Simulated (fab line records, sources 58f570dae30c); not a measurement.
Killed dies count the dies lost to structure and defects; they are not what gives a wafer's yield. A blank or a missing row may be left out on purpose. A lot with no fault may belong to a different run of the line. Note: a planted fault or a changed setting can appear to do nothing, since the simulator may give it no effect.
Which tool is to blame? | flow berkeley_cmos170 | 14 lots, 42 wafers sampled, at 7 steps of a route of 331

## WHAT THE GAUGES SHOWED, per wafer
UCB170_GATE_CD_MEAS_90 targets a cd of 350 nm.
lot  | measured     | on        | cd_nm (nm)
L230 | day 5 22:41  | cd_sem-01 | 352.0 349.4 351.8
L233 | day 6 09:46  | cd_sem-01 | 348.7 351.1 350.5
L234 | day 7 03:20  | cd_sem-02 | 351.6 349.7 349.4
L238 | day 7 23:31  | cd_sem-02 | 351.2 350.7 350.4
L239 | day 8 08:36  | cd_sem-01 | 350.7 349.8 350.8
L241 | day 8 08:42  | cd_sem-02 | 351.5 352.3 348.8
L243 | day 8 18:19  | cd_sem-01 | 349.3 350.6 348.9
L244 | day 9 13:21  | cd_sem-02 | 348.7 349.7 349.5
L245 | day 9 13:37  | cd_sem-02 | 349.1 348.7 348.8
L247 | day 9 18:05  | cd_sem-01 | 350.3 349.6 350.2
L248 | day 10 01:04 | cd_sem-01 | 349.1 350.9 350.4
L249 | day 10 13:07 | cd_sem-02 | 349.3 350.2 348.9
L250 | day 10 20:55 | cd_sem-02 | 349.1 351.9 347.4
L253 | day 11 06:08 | cd_sem-02 | 349.7 349.5 350.3

UCB170_SPACER_THK_MEAS_01.
lot  | measured     | on            | SPACER_TEOS_THK (nm)
L230 | day 6 03:26  | film_metro-04 | 379 375 382
L233 | day 6 15:39  | film_metro-04 | 372 368 379
L234 | day 7 07:20  | film_metro-04 | 376 372 380
L238 | day 8 03:27  | film_metro-01 | 374 377 381
L239 | day 8 13:20  | film_metro-04 | 366 362 369
L241 | day 8 13:24  | film_metro-04 | 379 376 379
L243 | day 8 23:15  | film_metro-02 | 371 369 375
L244 | day 9 17:40  | film_metro-02 | 375 373 377
L245 | day 9 17:47  | film_metro-04 | 364 369 371
L247 | day 9 21:58  | film_metro-02 | 375 373 378
L248 | day 10 06:01 | film_metro-01 | 366 368 374
L249 | day 10 19:29 | film_metro-01 | 374 380 385
L250 | day 11 01:19 | film_metro-02 | 378 383 380
L253 | day 11 10:16 | film_metro-04 | 365 369 373

UCB170_NSD_TW_MEAS_10.
lot  | measured     | on            | NSD_TW
L230 | day 6 13:34  | film_metro-02 | 4222 4229 4218
L233 | day 7 00:30  | film_metro-01 | 4140 4159 4142
L234 | day 7 16:28  | film_metro-01 | 4133 4131 4156
L238 | day 8 11:41  | film_metro-01 | 30 30 30
L239 | day 8 21:29  | film_metro-03 | 30 30 30
L241 | day 8 22:29  | film_metro-02 | 4247 4238 4255
L243 | day 9 09:08  | film_metro-03 | 4157 4169 4150
L244 | day 10 03:28 | film_metro-01 | 4113 4138 4133
L245 | day 10 03:17 | film_metro-03 | 4188 4202 4201
L247 | day 10 04:09 | film_metro-01 | 4136 4117 4122
L248 | day 10 13:32 | film_metro-02 | 4273 4240 4264
L249 | day 11 01:58 | film_metro-02 | 4234 4253 4214
L250 | day 11 10:44 | film_metro-03 | 4145 4166 4173
L253 | day 11 20:30 | film_metro-02 | 4226 4222 4261

UCB170_SDANNEAL_RS_MEAS_03: the measuring method here is four-point-probe.
lot  | measured     | on            | NSD_RS (ohm/sq)
L230 | day 6 16:08  | film_metro-01 | 37.26 37.17 37.17
L233 | day 7 01:42  | film_metro-03 | 37.33 37.22 37.25
L234 | day 7 17:52  | film_metro-03 | 37.23 37.24 37.23
L238 | day 8 13:21  | film_metro-01 | 132.70 132.91 132.91
L239 | day 8 22:53  | film_metro-02 | 132.86 133.01 132.73
L241 | day 8 23:42  | film_metro-01 | 37.18 37.15 37.04
L243 | day 9 10:23  | film_metro-01 | 37.14 37.18 37.11
L244 | day 10 05:20 | film_metro-01 | 37.24 37.24 37.35
L245 | day 10 04:56 | film_metro-03 | 37.20 37.26 37.14
L247 | day 10 05:47 | film_metro-02 | 37.30 37.27 37.29
L248 | day 10 16:31 | film_metro-02 | 37.22 37.30 37.28
L249 | day 11 03:11 | film_metro-02 | 37.36 37.32 37.31
L250 | day 11 11:57 | film_metro-02 | 37.28 37.32 37.32
L253 | day 11 22:33 | film_metro-03 | 37.28 37.26 37.23

## WHICH TOOL RAN EACH LOT (tool, then ch and the chambers of the sampled wafers, then the start)
lot  | UCB170_NSD_IMPLANT_08           | UCB170_NSD_STRIP_09                  | UCB170_SDANNEAL_RTA_00
L230 | implanter-01 ch 0, day 6 13:19  | plasma_asher-03 ch 0, day 6 13:28    | rtp_anneal-01 ch 0, day 6 15:53
L233 | implanter-01 ch 0, day 7 00:15  | plasma_asher-03 ch 0,1, day 7 00:24  | rtp_anneal-02 ch 0, day 7 01:28
L234 | implanter-04 ch 0, day 7 16:13  | plasma_asher-04 ch 0, day 7 16:22    | rtp_anneal-01 ch 0, day 7 17:38
L238 | implanter-03, day 8 11:28       | plasma_asher-03 ch 0,1, day 8 11:36  | rtp_anneal-01 ch 0, day 8 13:05
L239 | implanter-04, day 8 21:14       | plasma_asher-03 ch 0,1, day 8 21:23  | rtp_anneal-02 ch 0, day 8 22:38
L241 | implanter-03 ch 0, day 8 22:14  | plasma_asher-02 ch 0,1, day 8 22:23  | rtp_anneal-01 ch 0, day 8 23:28
L243 | implanter-04 ch 0, day 9 08:53  | plasma_asher-04 ch 0,1, day 9 09:02  | rtp_anneal-02 ch 0, day 9 10:08
L244 | implanter-03 ch 0, day 10 03:13 | plasma_asher-04 ch 0,1, day 10 03:22 | rtp_anneal-01 ch 0, day 10 05:05
L245 | implanter-04 ch 0, day 10 03:02 | plasma_asher-02 ch 0,1, day 10 03:11 | rtp_anneal-02 ch 0, day 10 04:41
L247 | implanter-01 ch 0, day 10 03:54 | plasma_asher-02 ch 0,1, day 10 04:03 | rtp_anneal-01 ch 0, day 10 05:32
L248 | implanter-03 ch 0, day 10 13:17 | plasma_asher-03 ch 0,1, day 10 13:26 | rtp_anneal-01 ch 0, day 10 16:17
L249 | implanter-03 ch 0, day 11 01:43 | plasma_asher-04 ch 0,1, day 11 01:52 | rtp_anneal-02 ch 0, day 11 02:56
L250 | implanter-04 ch 0, day 11 10:31 | plasma_asher-03 ch 0,1, day 11 10:38 | rtp_anneal-02 ch 0, day 11 11:41
L253 | implanter-01 ch 0, day 11 20:16 | plasma_asher-04 ch 0,1, day 11 20:23 | rtp_anneal-01 ch 0, day 11 22:18
- UCB170_NSD_IMPLANT_08
- UCB170_NSD_STRIP_09: strips in O2.
- UCB170_SDANNEAL_RTA_00: time 10 s.

## AS READ BY THE TOOLS THEMSELVES (means over the sampled wafers that have a number; for cases with no such wafer, the mark the record gives instead)
UCB170_NSD_IMPLANT_08.
lot  | tool         | beam_energy_keV | beam_on_s (s) | end_station_pressure_torr (Torr)
L230 | implanter-01 | 40.013          | 10.06         | 1.28e-05
L233 | implanter-01 | 40.011          | 9.86          | 1.26e-05
L234 | implanter-04 | 40.003          | 10.08         | 1.28e-05
L238 | implanter-03 | -               | -             | -
L239 | implanter-04 | -               | -             | -
L241 | implanter-03 | 39.994          | 9.86          | 1.17e-05
L243 | implanter-04 | 40.007          | 9.93          | 1.24e-05
L244 | implanter-03 | 39.982          | 9.97          | 1.24e-05
L245 | implanter-04 | 39.981          | 9.99          | 1.24e-05
L247 | implanter-01 | 40.007          | 10.05         | 1.28e-05
L248 | implanter-03 | 40.000          | 9.90          | 1.24e-05
L249 | implanter-03 | 40.006          | 9.96          | 1.24e-05
L250 | implanter-04 | 39.994          | 10.23         | 1.31e-05
L253 | implanter-01 | 40.001          | 10.04         | 1.29e-05

UCB170_NSD_STRIP_09.
lot  | tool            | drypump_motor_current_A (A) | oes_product_au (a.u.) | strip_time_to_endpoint_s (s)
L230 | plasma_asher-03 | 6.31                        | 0.536                 | 35.86
L233 | plasma_asher-03 | 6.18                        | 0.535                 | 35.87
L234 | plasma_asher-04 | 5.52                        | 0.531                 | 35.77
L238 | plasma_asher-03 | 6.18                        | 0.734                 | 21.58
L239 | plasma_asher-03 | 5.99                        | 0.732                 | 21.57
L241 | plasma_asher-02 | 5.59                        | 0.532                 | 35.83
L243 | plasma_asher-04 | 5.79                        | 0.532                 | 35.87
L244 | plasma_asher-04 | 5.81                        | 0.530                 | 35.84
L245 | plasma_asher-02 | 5.71                        | 0.534                 | 35.96
L247 | plasma_asher-02 | 5.70                        | 0.537                 | 35.85
L248 | plasma_asher-03 | 5.95                        | 0.539                 | 35.82
L249 | plasma_asher-04 | 5.67                        | 0.536                 | 35.72
L250 | plasma_asher-03 | 5.95                        | 0.530                 | 35.81
L253 | plasma_asher-04 | 5.66                        | 0.535                 | 35.87

UCB170_SDANNEAL_RTA_00.
lot  | tool          | anneal_temp_c_max | lamp_power_pct (%) | wafer_temp_C_max
L230 | rtp_anneal-01 | 905.0             | 25.0               | 905.7
L233 | rtp_anneal-02 | 903.9             | 25.7               | 903.1
L234 | rtp_anneal-01 | 903.4             | 25.0               | 904.1
L238 | rtp_anneal-01 | 903.2             | 25.0               | 905.5
L239 | rtp_anneal-02 | 903.2             | 25.7               | 903.5
L241 | rtp_anneal-01 | 903.2             | 25.0               | 905.1
L243 | rtp_anneal-02 | 904.1             | 25.7               | 903.6
L244 | rtp_anneal-01 | 903.8             | 25.0               | 905.1
L245 | rtp_anneal-02 | 904.3             | 25.7               | 903.4
L247 | rtp_anneal-01 | 903.3             | 25.0               | 904.0
L248 | rtp_anneal-01 | 902.9             | 25.0               | 904.0
L249 | rtp_anneal-02 | 903.7             | 25.8               | 903.3
L250 | rtp_anneal-02 | 903.0             | 25.8               | 904.1
L253 | rtp_anneal-01 | 903.5             | 25.0               | 903.7

## THE ANSWER, worked out from the rows above alone
Rule: usual is defined by the lots themselves. Put in order of their means at a reading, lots are off if they are a third of the lots or fewer, leave a main group of 4 or more, and stand apart from it by a gap of 3 or more times the standard deviation of the main group's means; of several such gaps the widest counts. If all means in a main group match to the digits the tables above print for the reading, that group is not used. A lot without any number at a reading at which 4 lots or more have one is off too. Any other lot the step has rows for is counted as sound. After the gauges, taken in route order, come the tools' own readings; for these a lot's mean is taken, as printed above. The first step at which some lot is off is used, and at that step the reading that is off furthest; a lot without a number counts as furthest.
Off: at UCB170_NSD_TW_MEAS_10 (NSD_TW), L238, L239. The main group: mean 4188, standard deviation 48.
A tool fits if, at a process step before that reading, it ran every lot that is off, and no sound lot after the first of them. Not tried: the gauges at UCB170_NSD_TW_MEAS_10; whatever is off there is also off at UCB170_NSD_IMPLANT_08, on other tools, and gauge error can't account for it. Of those tried, none fits.

## WHAT WAS PUT IN BY THE SIMULATOR
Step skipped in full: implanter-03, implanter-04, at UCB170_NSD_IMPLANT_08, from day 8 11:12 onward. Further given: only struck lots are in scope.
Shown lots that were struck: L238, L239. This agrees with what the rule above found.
